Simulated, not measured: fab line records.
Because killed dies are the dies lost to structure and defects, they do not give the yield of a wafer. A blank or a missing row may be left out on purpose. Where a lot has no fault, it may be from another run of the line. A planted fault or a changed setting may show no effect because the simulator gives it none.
The tool behind it: which one? || flow berkeley_cmos170 || 14 lots, 42 wafers sampled, at 5 steps of a route of 331

== WHAT THE GAUGES SHOWED, per wafer ==
UCB170_PLDD_CD_MEAS_06 targets a cd of 1200 nm.
{"lot": "L781", "measured": "day 6 10:56", "on": "cd_sem-02", "cd_nm (nm)": "1199.9 1200.7 1200.6"}
{"lot": "L786", "measured": "day 7 04:04", "on": "cd_sem-02", "cd_nm (nm)": "1201.8 1201.9 1199.4"}
{"lot": "L784", "measured": "day 7 04:17", "on": "cd_sem-01", "cd_nm (nm)": "1202.6 1201.7 1201.8"}
{"lot": "L785", "measured": "day 7 04:30", "on": "cd_sem-02", "cd_nm (nm)": "1202.3 1202.5 1202.6"}
{"lot": "L788", "measured": "day 7 13:17", "on": "cd_sem-02", "cd_nm (nm)": "1200.2 1200.4 1200.7"}
{"lot": "L787", "measured": "day 7 13:37", "on": "cd_sem-02", "cd_nm (nm)": "1200.5 1200.1 1200.1"}
{"lot": "L789", "measured": "day 7 18:59", "on": "cd_sem-01", "cd_nm (nm)": "1202.6 1202.0 1202.7"}
{"lot": "L791", "measured": "day 8 09:17", "on": "cd_sem-02", "cd_nm (nm)": "1200.1 1201.0 1200.0"}
{"lot": "L792", "measured": "day 8 09:57", "on": "cd_sem-01", "cd_nm (nm)": "1200.9 1201.4 1200.5"}
{"lot": "L794", "measured": "day 8 16:21", "on": "cd_sem-01", "cd_nm (nm)": "1202.2 1201.7 1202.3"}
{"lot": "L793", "measured": "day 8 16:36", "on": "cd_sem-01", "cd_nm (nm)": "1202.8 1201.8 1201.8"}
{"lot": "L796", "measured": "day 9 11:04", "on": "cd_sem-02", "cd_nm (nm)": "1200.9 1200.6 1201.4"}
{"lot": "L802", "measured": "day 10 20:05", "on": "cd_sem-02", "cd_nm (nm)": "1198.2 1198.3 1199.8"}
{"lot": "L804", "measured": "day 10 21:43", "on": "cd_sem-01", "cd_nm (nm)": "1201.6 1199.6 1201.1"}

UCB170_NLDD_OVL_MEAS_07.
{"lot": "L781", "measured": "day 6 13:59", "on": "overlay-01", "NLDD_OVL (nm)": "1 4 1"}
{"lot": "L786", "measured": "day 7 05:54", "on": "overlay-01", "NLDD_OVL (nm)": "-10 -15 -18"}
{"lot": "L784", "measured": "day 7 06:11", "on": "overlay-01", "NLDD_OVL (nm)": "-3 -6 2"}
{"lot": "L785", "measured": "day 7 06:41", "on": "overlay-02", "NLDD_OVL (nm)": "0 -2 0"}
{"lot": "L788", "measured": "day 7 16:31", "on": "overlay-01", "NLDD_OVL (nm)": "-12 -5 -13"}
{"lot": "L787", "measured": "day 7 17:17", "on": "overlay-02", "NLDD_OVL (nm)": "-6 2 -7"}
{"lot": "L789", "measured": "day 7 21:15", "on": "overlay-02", "NLDD_OVL (nm)": "-7 -6 -9"}
{"lot": "L791", "measured": "day 8 11:31", "on": "overlay-01", "NLDD_OVL (nm)": "-9 -5 -5"}
{"lot": "L792", "measured": "day 8 12:07", "on": "overlay-01", "NLDD_OVL (nm)": "-6 -10 -6"}
{"lot": "L794", "measured": "day 8 18:30", "on": "overlay-01", "NLDD_OVL (nm)": "-11 -8 -1"}
{"lot": "L793", "measured": "day 8 19:02", "on": "overlay-02", "NLDD_OVL (nm)": "-6 -11 -11"}
{"lot": "L796", "measured": "day 9 13:30", "on": "overlay-01", "NLDD_OVL (nm)": "-5 -11 -1"}
{"lot": "L802", "measured": "day 10 22:41", "on": "overlay-01", "NLDD_OVL (nm)": "6 3 5"}
{"lot": "L804", "measured": "day 11 00:07", "on": "overlay-02", "NLDD_OVL (nm)": "-10 -15 -8"}

UCB170_V1_THK_MEAS_04.
{"lot": "L781", "measured": "day 7 14:22", "on": "film_metro-01", "V1_POLISHED_THK (nm)": "1000.1 1001.2 1000.7"}
{"lot": "L786", "measured": "day 8 03:46", "on": "film_metro-01", "V1_POLISHED_THK (nm)": "1000.6 1000.2 1000.7"}
{"lot": "L784", "measured": "day 8 07:26", "on": "film_metro-01", "V1_POLISHED_THK (nm)": "1001.3 1001.0 999.6"}
{"lot": "L785", "measured": "day 8 07:25", "on": "film_metro-02", "V1_POLISHED_THK (nm)": "999.3 999.2 998.9"}
{"lot": "L788", "measured": "day 8 17:04", "on": "film_metro-03", "V1_POLISHED_THK (nm)": "998.7 1001.3 1001.6"}
{"lot": "L787", "measured": "day 8 16:47", "on": "film_metro-01", "V1_POLISHED_THK (nm)": "999.1 999.8 999.5"}
{"lot": "L789", "measured": "day 8 18:20", "on": "film_metro-02", "V1_POLISHED_THK (nm)": "1000.5 1000.6 999.4"}
{"lot": "L791", "measured": "day 9 10:25", "on": "film_metro-01", "V1_POLISHED_THK (nm)": "999.4 999.9 999.0"}
{"lot": "L792", "measured": "day 9 10:25", "on": "film_metro-02", "V1_POLISHED_THK (nm)": "1002.1 1001.5 1001.0"}
{"lot": "L794", "measured": "day 9 21:46", "on": "film_metro-03", "V1_POLISHED_THK (nm)": "999.4 1000.4 998.1"}
{"lot": "L793", "measured": "day 9 15:59", "on": "film_metro-02", "V1_POLISHED_THK (nm)": "1000.3 1002.5 998.4"}
{"lot": "L796", "measured": "day 10 13:29", "on": "film_metro-01", "V1_POLISHED_THK (nm)": "1000.3 1001.3 1002.1"}
{"lot": "L802", "measured": "day 12 03:02", "on": "film_metro-02", "V1_POLISHED_THK (nm)": "935.1 933.4 934.4"}
{"lot": "L804", "measured": "day 12 03:19", "on": "film_metro-03", "V1_POLISHED_THK (nm)": "932.8 936.2 935.4"}

== WHICH TOOL RAN EACH LOT (tool, then ch and the chambers of the sampled wafers, then the start) ==
{"lot": "L781", "UCB170_CONTACT_ETCH_17": "rie_diel-02 ch 1,3, day 7 08:32", "UCB170_V1_CVD_00": "pecvd-03 ch 0,1, day 7 13:39"}
{"lot": "L786", "UCB170_CONTACT_ETCH_17": "rie_diel-01 ch 0,3, day 7 21:20", "UCB170_V1_CVD_00": "pecvd-02 ch 0,1,2, day 8 03:07"}
{"lot": "L784", "UCB170_CONTACT_ETCH_17": "rie_diel-04 ch 1,2, day 8 00:24", "UCB170_V1_CVD_00": "pecvd-03 ch 0,2, day 8 06:47"}
{"lot": "L785", "UCB170_CONTACT_ETCH_17": "rie_diel-02 ch 0,1,2, day 8 00:37", "UCB170_V1_CVD_00": "pecvd-01 ch 0,2, day 8 06:43"}
{"lot": "L788", "UCB170_CONTACT_ETCH_17": "rie_diel-02 ch 0,1,2, day 8 10:22", "UCB170_V1_CVD_00": "pecvd-01 ch 0, day 8 16:07"}
{"lot": "L787", "UCB170_CONTACT_ETCH_17": "rie_diel-01 ch 0,2,3, day 8 10:58", "UCB170_V1_CVD_00": "pecvd-02 ch 0,1, day 8 16:07"}
{"lot": "L789", "UCB170_CONTACT_ETCH_17": "rie_diel-02 ch 1,2,3, day 8 13:13", "UCB170_V1_CVD_00": "pecvd-03 ch 0,1,2, day 8 17:42"}
{"lot": "L791", "UCB170_CONTACT_ETCH_17": "rie_diel-01 ch 0,2, day 9 03:35", "UCB170_V1_CVD_00": "pecvd-02 ch 1,2, day 9 09:46"}
{"lot": "L792", "UCB170_CONTACT_ETCH_17": "rie_diel-04 ch 1,2,3, day 9 03:51", "UCB170_V1_CVD_00": "pecvd-03 ch 0,2, day 9 09:46"}
{"lot": "L794", "UCB170_CONTACT_ETCH_17": "rie_diel-04 ch 1,2,3, day 9 11:46", "UCB170_V1_CVD_00": "pecvd-03 ch 0,1,2, day 9 21:06"}
{"lot": "L793", "UCB170_CONTACT_ETCH_17": "rie_diel-01 ch 0,2, day 9 10:02", "UCB170_V1_CVD_00": "pecvd-01 ch 1,2, day 9 15:21"}
{"lot": "L796", "UCB170_CONTACT_ETCH_17": "rie_diel-02 ch 2,3, day 10 04:38", "UCB170_V1_CVD_00": "pecvd-01 ch 0,1,2, day 10 12:51"}
{"lot": "L802", "UCB170_CONTACT_ETCH_17": "rie_diel-02 ch 0,1, day 11 18:49", "UCB170_V1_CVD_00": "pecvd-02 ch 0,1,2, day 12 02:22"}
{"lot": "L804", "UCB170_CONTACT_ETCH_17": "rie_diel-04 ch 1,2,3, day 11 20:54", "UCB170_V1_CVD_00": "pecvd-02 ch 0,2, day 12 02:32"}
- UCB170_CONTACT_ETCH_17: etches BARC in N2/H2.
- UCB170_V1_CVD_00: deposits SiO2 from TEOS/O2, target thk 2000 nm, time 250 s.

== AS READ BY THE TOOLS THEMSELVES (means over the sampled wafers that have a number; for cases with no such wafer, the mark the record gives instead) ==
UCB170_CONTACT_ETCH_17.
{"lot": "L781", "tool": "rie_diel-02", "drypump_motor_current_A (A)": 5.9, "oes_product_au (a.u.)": 0.994, "throttle_valve_pct (%)": 13.56}
{"lot": "L786", "tool": "rie_diel-01", "drypump_motor_current_A (A)": 5.4, "oes_product_au (a.u.)": 0.997, "throttle_valve_pct (%)": 13.30}
{"lot": "L784", "tool": "rie_diel-04", "drypump_motor_current_A (A)": 5.9, "oes_product_au (a.u.)": 0.999, "throttle_valve_pct (%)": 13.21}
{"lot": "L785", "tool": "rie_diel-02", "drypump_motor_current_A (A)": 5.8, "oes_product_au (a.u.)": 1.015, "throttle_valve_pct (%)": 13.47}
{"lot": "L788", "tool": "rie_diel-02", "drypump_motor_current_A (A)": 5.8, "oes_product_au (a.u.)": 1.010, "throttle_valve_pct (%)": 13.47}
{"lot": "L787", "tool": "rie_diel-01", "drypump_motor_current_A (A)": 5.7, "oes_product_au (a.u.)": 1.011, "throttle_valve_pct (%)": 13.18}
{"lot": "L789", "tool": "rie_diel-02", "drypump_motor_current_A (A)": 6.0, "oes_product_au (a.u.)": 1.001, "throttle_valve_pct (%)": 13.53}
{"lot": "L791", "tool": "rie_diel-01", "drypump_motor_current_A (A)": 5.7, "oes_product_au (a.u.)": 1.011, "throttle_valve_pct (%)": 13.19}
{"lot": "L792", "tool": "rie_diel-04", "drypump_motor_current_A (A)": 6.0, "oes_product_au (a.u.)": 0.995, "throttle_valve_pct (%)": 13.16}
{"lot": "L794", "tool": "rie_diel-04", "drypump_motor_current_A (A)": 6.0, "oes_product_au (a.u.)": 1.003, "throttle_valve_pct (%)": 13.17}
{"lot": "L793", "tool": "rie_diel-01", "drypump_motor_current_A (A)": 5.6, "oes_product_au (a.u.)": 1.001, "throttle_valve_pct (%)": 13.18}
{"lot": "L796", "tool": "rie_diel-02", "drypump_motor_current_A (A)": 6.0, "oes_product_au (a.u.)": 0.998, "throttle_valve_pct (%)": 13.60}
{"lot": "L802", "tool": "rie_diel-02", "drypump_motor_current_A (A)": 5.7, "oes_product_au (a.u.)": 1.002, "throttle_valve_pct (%)": 13.43}
{"lot": "L804", "tool": "rie_diel-04", "drypump_motor_current_A (A)": 6.0, "oes_product_au (a.u.)": 1.003, "throttle_valve_pct (%)": 13.16}

UCB170_V1_CVD_00.
{"lot": "L781", "tool": "pecvd-03", "heater_power_w (W)": 242}
{"lot": "L786", "tool": "pecvd-02", "heater_power_w (W)": 202}
{"lot": "L784", "tool": "pecvd-03", "heater_power_w (W)": 262}
{"lot": "L785", "tool": "pecvd-01", "heater_power_w (W)": 256}
{"lot": "L788", "tool": "pecvd-01", "heater_power_w (W)": 267}
{"lot": "L787", "tool": "pecvd-02", "heater_power_w (W)": 223}
{"lot": "L789", "tool": "pecvd-03", "heater_power_w (W)": 249}
{"lot": "L791", "tool": "pecvd-02", "heater_power_w (W)": 204}
{"lot": "L792", "tool": "pecvd-03", "heater_power_w (W)": 291}
{"lot": "L794", "tool": "pecvd-03", "heater_power_w (W)": 245}
{"lot": "L793", "tool": "pecvd-01", "heater_power_w (W)": 313}
{"lot": "L796", "tool": "pecvd-01", "heater_power_w (W)": 307}
{"lot": "L802", "tool": "pecvd-02", "heater_power_w (W)": 212}
{"lot": "L804", "tool": "pecvd-02", "heater_power_w (W)": 231}

== THE ANSWER, worked out from the rows above alone ==
Rule: what is usual is taken from the lots themselves. Put in order of their means at a reading, lots are off if they are a third of the lots or fewer, leave a main group of 4 or more, and stand apart from it by a gap of 3 or more times the standard deviation of the main group's means; of several such gaps the widest counts. A main group is skipped when, at the precision printed for the reading in the tables above, its means are all equal. Also off: a lot with no number at a reading for which 4 or more lots have one. The other lots that the step has rows for count as sound. After the gauges, taken in route order, come the tools' own readings; for these a lot's mean is taken, as printed above. At the first step where some lot is off, the reading lying furthest off is the one used; lots without a number count as furthest.
Off: L802, L804, seen at UCB170_V1_THK_MEAS_04 (V1_POLISHED_THK). Main group: mean 1000.2 nm, sd 0.74.
If a tool, at a process step before that reading, ran all the lots that are off and no sound lot after the first of them, it fits. Those tools and the gauges at UCB170_V1_THK_MEAS_04 are tried in the same way. One candidate fits, namely pecvd-02 at UCB170_V1_CVD_00. A fault onset in the window from L791 (day 9 09:46, its last sound lot) to L802 (day 12 02:22, its first lot off) fits.

== WHAT WAS PUT IN BY THE SIMULATOR ==
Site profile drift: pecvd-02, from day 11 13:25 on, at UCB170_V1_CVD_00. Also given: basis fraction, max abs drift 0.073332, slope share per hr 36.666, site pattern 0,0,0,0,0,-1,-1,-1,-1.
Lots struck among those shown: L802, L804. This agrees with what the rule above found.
